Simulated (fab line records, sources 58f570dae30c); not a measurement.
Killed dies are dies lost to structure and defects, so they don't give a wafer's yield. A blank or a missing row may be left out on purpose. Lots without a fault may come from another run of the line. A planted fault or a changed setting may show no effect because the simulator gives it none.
fab line records | flow berkeley_cmos170
record lots=15 wafers=45 last_day=13
route steps=331 shown ACTIVE@74 CONTACT@217 V1@256 M2@291
lots that met no fault: from a run of the same line without faults
start_h: hours from the record's first day to the start of the lot's first wafer shown | wait_h: hours since the lot's step before | " the same as in the row above | L1.1+2: a row that stands for several wafers | - no value, or no start given | * or withheld: withheld | < > ~ a bound
route shown NAME@n: a module of which the file shows steps, and the number in the route of the first | usual: mean/standard deviation of fault-free wafers | same: alike in all rows | chamber/n: place in a boat | sites: the reading at each site | _std_site: their standard deviation | _edge_site: outer sites' mean less inner sites' | radius_mm: how far each site lies from the wafer's centre | mask NAME#n: copy n | behind: the tool/chamber that last shaped the wafer | hold: why the lot was held/for how many hours/how that ended | device: the transistor (n, p or np) that didn't switch | end of line: the same wafers' tests at the end of the route | a step without rows: its recipe alone | killed: dies lost to structure and defects at the first sort, not the wafer's yield | map: a wafer's dies, x killed, . not, _ none there
set.NAME: the setting as run; set.NAME@STEP: as run at that earlier step | model.NAME: the simulator's own value behind a step, which no gauge read
steps of the route over a sample of lots; a table a step, a row a wafer
services: from which hour (start_h, from the record's first day; less than 0 if before it) a tool's chamber was out of use, for how many hours, and why
## steps
# step UCB170_ACTIVE_OVL_MEAS_14
# usual ACTIVE_OVL=2/7.2
# columns lot.wafer tool chamber start_h wait_h ACTIVE_OVL[nm]
L102.2 overlay-02 - 91.39 0.1 0
L102.5 " - " " 7
L102.6 " - " " 3
L106.3 overlay-02 - 107.07 0.1 3
L106.5 " - " " -3
L106.6 " - " " -3
L107.1 overlay-01 - 123.66 0.1 -17
L107.2 " - " " -3
L107.6 " - " " -9
L108.1 overlay-02 - 133.48 0.1 4
L108.5 " - " " 5
L108.6 " - " " -3
L109.2 overlay-02 - 133.69 0.1 14
L109.5 " - " " 16
L109.6 " - " " 15
L110.1 overlay-01 - 140.14 0.1 5
L110.3 " - " " 0
L110.6 " - " " 5
L111.4 overlay-01 - 149.21 0.1 4
L111.5 " - " " 4
L111.6 " - " " 0
L112.2 overlay-01 - 149.44 0.1 13
L112.3 " - " " 8
L112.4 " - " " 14
L113.2 overlay-01 - 156.98 0.1 6
L113.4 " - " " 6
L113.5 " - " " 9
L114.2 overlay-01 - 157.28 0.1 3
L114.5 " - " " 13
L114.6 " - " " 3
L117.1 overlay-02 - 170.67 0.1 0
L117.3 " - " " 5
L117.5 " - " " 7
L120.2 overlay-02 - 180.39 0.1 9
L120.3 " - " " 15
L120.4 " - " " 10
L119.1 overlay-02 - 180.63 0.1 -6
L119.2 " - " " 8
L119.4 " - " " 5
L123.1 overlay-02 - 197.37 0.1 -4
L123.4 " - " " -9
L123.5 " - " " -6
L124.1 overlay-01 - 207.74 0.1 -1
L124.4 " - " " 1
L124.6 " - " " 8
# step UCB170_CONTACT_CVD_01
# recipe material=PSG target_thk_nm=700 temp_c=450 precursor=SiH4/O2/PH3 time_s=2820 pressure_mtorr=300 sih4_flow_sccm=60 o2_flow_sccm=90 ph3_flow_sccm=25
# usual ph3_flow_sccm=25.01/0.072
# columns lot.wafer tool chamber start_h wait_h ph3_flow_sccm
L102.2 lpcvd-02 1 175.17 0.0 24.86
L102.5 " 1 " " 24.99
L102.6 " 1 " " 24.99
L106.3 lpcvd-01 0 190.85 0.0 24.93
L106.5 " 0 " " 24.99
L106.6 " 0 " " 24.89
L107.1 lpcvd-01 1 201.94 0.0 24.99
L107.2 " 1 " " 24.97
L107.6 " 1 " " 25.03
L108.1 lpcvd-01 0 213.46 0.0 24.94
L108.5 " 0 " " 24.90
L108.6 " 0 " " 24.97
L109.2 lpcvd-02 1 213.99 0.1 25.07
L109.5 " 1 " " 25.01
L109.6 " 1 " " 25.10
L110.1 lpcvd-02 0 213.99 0.0 24.96
L110.3 " 0 " " 25.03
L110.6 " 0 " " 24.97
L111.4 lpcvd-02 0 222.63 0.8 25.05
L111.5 " 0 " " 24.93
L111.6 " 0 " " 24.95
L112.2 lpcvd-02 0 222.63 0.6 25.00
L112.3 " 0 " " 25.06
L112.4 " 0 " " 25.09
L114.2 lpcvd-01 0 232.11 0.0 25.03
L114.5 " 0 " " 25.05
L114.6 " 0 " " 25.03
L113.2 lpcvd-02 1 232.48 0.0 25.06
L113.4 " 1 " " 25.13
L113.5 " 1 " " 25.02
L117.1 lpcvd-01 1 246.24 1.4 25.08
L117.3 " 1 " " 25.06
L117.5 " 1 " " 25.07
L119.1 lpcvd-02 1 251.14 0.5 25.04
L119.2 " 1 " " 25.05
L119.4 " 1 " " 25.01
L120.2 lpcvd-02 1 251.14 0.5 25.02
L120.3 " 1 " " 24.92
L120.4 " 1 " " 24.92
L123.1 lpcvd-01 1 274.30 0.0 24.94
L123.4 " 1 " " 25.17
L123.5 " 1 " " 25.07
L124.1 lpcvd-01 1 281.70 0.0 24.95
L124.4 " 1 " " 24.91
L124.6 " 1 " " 25.07
# step UCB170_CONTACT_THK_MEAS_02
# recipe reads=PSG_of_CONTACT_CVD_01
# usual CONTACT_PSG_THK=700/5.3
# columns lot.wafer tool chamber start_h wait_h CONTACT_PSG_THK[nm]
L102.2 film_metro-03 - 176.96 0.0 701
L102.5 " - " " 709
L102.6 " - " " 698
L106.3 film_metro-03 - 192.66 0.0 711
L106.5 " - " " 706
L106.6 " - " " 703
L107.1 film_metro-02 - 203.72 0.0 704
L107.2 " - " " 708
L107.6 " - " " 709
L110.1 film_metro-01 - 215.78 0.0 697
L110.3 " - " " 696
L110.6 " - " " 694
L109.2 film_metro-03 - 215.79 0.0 705
L109.5 " - " " 696
L109.6 " - " " 697
L108.1 film_metro-02 - 216.13 0.0 702
L108.5 " - " " 703
L108.6 " - " " 705
L112.2 film_metro-03 - 224.42 0.0 693
L112.3 " - " " 692
L112.4 " - " " 698
L111.4 film_metro-01 - 224.44 0.0 703
L111.5 " - " " 703
L111.6 " - " " 698
L114.2 film_metro-02 - 233.90 0.0 704
L114.5 " - " " 702
L114.6 " - " " 697
L113.2 film_metro-02 - 234.27 0.0 564
L113.4 " - " " 567
L113.5 " - " " 565
L117.1 film_metro-01 - 248.05 0.0 708
L117.3 " - " " 704
L117.5 " - " " 703
L119.1 film_metro-01 - 252.92 0.0 563
L119.2 " - " " 562
L119.4 " - " " 557
L120.2 film_metro-03 - 252.93 0.0 556
L120.3 " - " " 559
L120.4 " - " " 549
L123.1 film_metro-01 - 276.08 0.0 700
L123.4 " - " " 703
L123.5 " - " " 703
L124.1 film_metro-01 - 284.38 0.0 698
L124.4 " - " " 700
L124.6 " - " " 695
# step UCB170_CONTACT_ETCH_18
# recipe chemistry=CHF3/CF4/Ar target=PSG stop_on=TiSi2 CHF3_flow_sccm=45 cf4_flow_sccm=15 Ar_flow_sccm=150 pressure_mtorr=200 rf_w=700 target_depth_a=8400 over_etch_frac=0.2 time_s=195
# usual drypump_motor_current_A=5.7/0.41 oes_product_au=0.891/0.014 throttle_valve_pct=6.96/0.086
# same over_etch_frac=0.2
# columns lot.wafer tool chamber start_h wait_h drypump_motor_current_A oes_product_au rf_hours_counter_h throttle_valve_pct
L102.2 rie_diel-02 2 - - 5.4 0.892 1 7.06
L102.5 " 0 " " 6.4 0.924 - 6.90
L102.6 " 1 " " 5.3 0.889 - 6.97
L106.3 rie_diel-03 3 - - 5.9 0.911 135 6.83
L106.5 " 1 " " 6.1 0.871 - 7.10
L106.6 " 2 " " 5.1 0.913 - 6.97
L107.1 rie_diel-02 0 - - 6.4 0.907 52 6.91
L107.2 " 3 " " 5.6 0.892 8 7.01
L107.6 " 3 " " 5.6 0.897 - 6.99
L109.2 rie_diel-04 0 - - 5.6 0.894 37 6.92
L109.5 " 2 " " 5.9 0.898 - 7.07
L109.6 " 3 " " 5.3 0.881 - 6.80
L110.1 rie_diel-02 2 - - 5.4 0.896 2 7.07
L110.3 " 1 " " 5.3 0.892 12 6.97
L110.6 " 3 " " 5.6 0.886 - 6.99
L108.1 rie_diel-03 1 - - 6.1 0.865 11 7.10
L108.5 " 3 " " 5.8 0.910 - 6.83
L108.6 " 0 " " 5.8 0.896 - 6.98
L111.4 rie_diel-02 0 - - 6.4 0.917 53 6.89
L111.5 " 1 " " 5.3 0.889 - 6.97
L111.6 " 2 " " 5.4 0.895 - 7.06
L112.2 rie_diel-04 2 - - 5.8 0.900 85 7.06
L112.3 " 0 " " 5.5 0.877 38 6.93
L112.4 " 3 " " 5.3 0.874 115 6.81
L114.2 rie_diel-02 1 - - 5.3 0.895 13 6.95
L114.5 " 3 " " 5.6 0.886 - 6.99
L114.6 " 2 " " 5.3 0.882 - 7.07
L113.2 rie_diel-03 0 - - 5.8 0.785 126 6.99
L113.4 " 1 " " 6.1 0.777 - 7.08
L113.5 " 0 " " 5.8 0.783 - 6.98
L117.1 rie_diel-03 3 - - 5.8 0.914 139 6.83
L117.3 " 1 " " 6.1 0.878 13 7.11
L117.5 " 3 " " 5.8 0.909 - 6.82
L119.1 rie_diel-03 1 - - 6.1 0.772 13 7.11
L119.2 " 0 " " 5.8 0.790 127 6.98
L119.4 " 0 " " 5.8 0.777 - 6.97
L120.2 rie_diel-02 1 - - 5.3 0.790 15 6.98
L120.3 " 2 " " 5.4 0.792 4 7.06
L120.4 " 3 " " 5.6 0.784 11 7.01
L123.1 rie_diel-04 0 - - 5.5 0.888 41 6.93
L123.4 " 3 " " 5.3 0.881 - 6.82
L123.5 " 0 " " 5.5 0.891 - 6.93
L124.1 rie_diel-02 1 - - 5.3 0.887 16 6.95
L124.4 " 3 " " 5.6 0.880 12 6.98
L124.6 " 0 " " 6.4 0.905 - 6.88
# step UCB170_V1_CMP_02
# recipe material=SiO2 down_force_psi=6 platen_rpm=60 pad_velocity_m_s=0.75398
# usual motor_current_A=15.3/1.6 retaining_ring_pressure_frac=1.000/0.0046 slurry_flow_ml_min=150.1/0.47
# columns lot.wafer tool chamber start_h wait_h motor_current_A retaining_ring_pressure_frac slurry_flow_ml_min
L102.2 cmp-02 3 182.94 0.1 13.4 1.003 150.4
L102.6 " 1 " " 16.8 0.999 149.8
L102.5 " 2 " " 17.7 1.001 150.0
L106.3 cmp-01 1 202.49 0.2 15.8 0.997 150.6
L106.5 " 2 " " 15.0 1.001 150.9
L106.6 " 3 " " 15.0 0.992 150.6
L107.1 cmp-02 2 211.49 0.1 17.1 1.003 150.6
L107.2 " 3 " " 13.6 1.002 150.1
L107.6 " 0 " " 13.9 0.999 150.0
L109.2 cmp-02 0 222.26 0.1 13.6 1.003 150.0
L109.5 " 2 " " 16.9 0.993 150.3
L109.6 " 3 " " 12.9 1.012 150.4
L110.3 cmp-01 0 223.49 0.0 16.9 1.002 150.2
L110.1 " 3 " " 15.1 0.993 150.1
L110.6 " 1 " " 15.2 1.000 149.0
L108.1 cmp-02 3 223.64 0.2 12.5 1.008 150.7
L108.5 " 0 " " 13.7 1.007 150.0
L108.6 " 1 " " 16.9 1.004 150.7
L111.4 cmp-01 2 231.53 0.2 15.4 1.009 150.9
L111.6 " 3 " " 14.7 1.003 150.3
L111.5 " 0 " " 17.1 0.995 149.1
L112.4 cmp-02 2 232.85 0.2 16.8 1.001 150.2
L112.3 " 3 " " 12.7 0.996 150.3
L112.2 " 0 " " 13.8 1.000 149.8
L114.2 cmp-02 1 240.34 0.1 16.3 0.995 149.9
L114.6 " 3 " " 12.8 1.005 149.9
L114.5 " 0 " " 13.9 1.000 150.1
L113.2 cmp-02 3 241.57 0.0 12.3 1.003 150.3
L113.4 " 0 " " 14.0 0.999 149.5
L113.5 " 0 " " 14.3 1.001 150.5
L117.1 cmp-02 3 254.98 0.1 13.3 0.996 150.3
L117.3 " 2 " " 17.5 1.000 149.5
L117.5 " 0 " " 13.9 1.000 150.2
L119.4 cmp-02 3 258.68 0.0 13.3 0.994 150.7
L119.2 " 1 " " 17.0 1.007 150.6
L119.1 " 2 " " 17.5 1.007 150.1
L120.3 cmp-01 2 260.01 0.0 15.4 0.991 149.6
L120.2 " 3 " " 15.4 1.008 150.6
L120.4 " 1 " " 16.5 1.006 150.6
L123.1 cmp-02 3 283.55 0.1 13.3 1.003 150.4
L123.4 " 0 " " 13.1 1.004 149.7
L123.5 " 2 " " 16.6 0.998 149.5
L124.4 cmp-02 3 291.45 0.1 13.5 1.001 149.7
L124.1 " 0 " " 12.8 0.993 149.8
L124.6 " 2 " " 16.6 0.995 151.1
# step UCB170_M2_CD_MEAS_90
# recipe target_cd_nm=700
# usual cd_nm=701/4.1
# columns lot.wafer tool chamber start_h wait_h cd_nm
L102.2 cd_sem-01 - 188.34 0.1 700
L102.5 " - " " 706
L102.6 " - " " 702
L106.3 cd_sem-02 - 208.27 0.1 698
L106.5 " - " " 696
L106.6 " - " " 706
L107.1 cd_sem-02 - 216.72 0.1 708
L107.2 " - " " 695
L107.6 " - " " 696
L109.2 cd_sem-01 - 228.70 0.1 689
L109.5 " - " " 702
L109.6 " - " " 693
L110.1 cd_sem-01 - 232.22 0.1 703
L110.3 " - " " 703
L110.6 " - " " 703
L108.1 cd_sem-02 - 232.88 0.1 700
L108.5 " - " " 703
L108.6 " - " " 700
L111.4 cd_sem-01 - 236.31 0.1 707
L111.5 " - " " 695
L111.6 " - " " 706
L112.2 cd_sem-02 - 240.63 0.1 705
L112.3 " - " " 707
L112.4 " - " " 702
L114.2 cd_sem-02 - 245.28 0.1 696
L114.5 " - " " 694
L114.6 " - " " 707
L113.2 cd_sem-02 - 246.50 0.1 708
L113.4 " - " " 709
L113.5 " - " " 711
L117.1 cd_sem-02 - 261.10 0.1 703
L117.3 " - " " 700
L117.5 " - " " 697
L119.1 cd_sem-02 - 263.81 0.1 708
L119.2 " - " " 708
L119.4 " - " " 708
L120.2 cd_sem-02 - 267.24 0.1 707
L120.3 " - " " 703
L120.4 " - " " 701
L123.1 cd_sem-01 - 289.93 0.1 703
L123.4 " - " " 702
L123.5 " - " " 702
L124.1 cd_sem-01 - 298.04 0.1 699
L124.4 " - " " 703
L124.6 " - " " 699
## services
# columns tool chamber start_h hours kind
rie_diel-02 1 160.61 3.5 repair
cmp-02 - 162.36 1.5 repair
cmp-01 - 178.31 0.7 repair
rie_diel-04 3 178.86 4.2 repair
rie_diel-04 - 179.82 1.8 repair
cmp-02 - 185.02 6.0 pm
rie_diel-03 1 209.53 4.7 repair
rie_diel-03 2 214.75 8.6 repair
rie_diel-02 2 218.20 8.0 repair
rie_diel-03 2 228.32 - clean
rie_diel-03 2 228.32 12.3 scheduled_down
rie_diel-03 2 228.32 12.3 vent_cycle
cmp-01 - 232.00 4.0 pm
cmp-01 - 236.00 - consumable_replace:conditioner
cmp-01 - 236.00 - consumable_replace:pad
lpcvd-02 - 237.52 11.3 repair
cmp-01 - 251.11 3.3 repair
rie_diel-03 2 252.07 32.7 repair
rie_diel-04 2 252.77 41.4 repair
cmp-01 - 257.65 1.1 repair
rie_diel-03 3 263.28 13.4 repair
rie_diel-03 3 284.73 - clean
## key
first_sign step=UCB170_CONTACT_THK_MEAS_02 reading=CONTACT_PSG_THK direction=down sigmas=26 usual=700 struck=560
effect step=UCB170_CONTACT_ETCH_18 reading=oes_product_au direction=down sigmas=7.4 usual=0.891 struck=0.784
met_at UCB170_CONTACT_CVD_01
struck_lots L113,L119,L120
struck_wafers L113.2,L113.4,L113.5,L119.1,L119.2,L119.4,L120.2,L120.3,L120.4
tester_left_out L113,L119,L120
not_acting_at UCB170_ACTIVE_OVL_MEAS_14,UCB170_V1_CMP_02,UCB170_M2_CD_MEAS_90
onset_between 213.99 232.48
fault kind=process_parameter_drift tool=lpcvd-02 chamber=1 onset_h=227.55 steps=UCB170_CONTACT_CVD_01 channel=target_thk_nm offset=-140 shape=step end_h=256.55 acts_in=these_recipes_only stated=700
# tester_left_out: of these lots the tester's yield and bins aren't shown, on N5 and GAA mostly nor the transistor test; their killed dies are dies lost to structure and defects alone, not to doping, threshold or leakage, so they don't give the yield
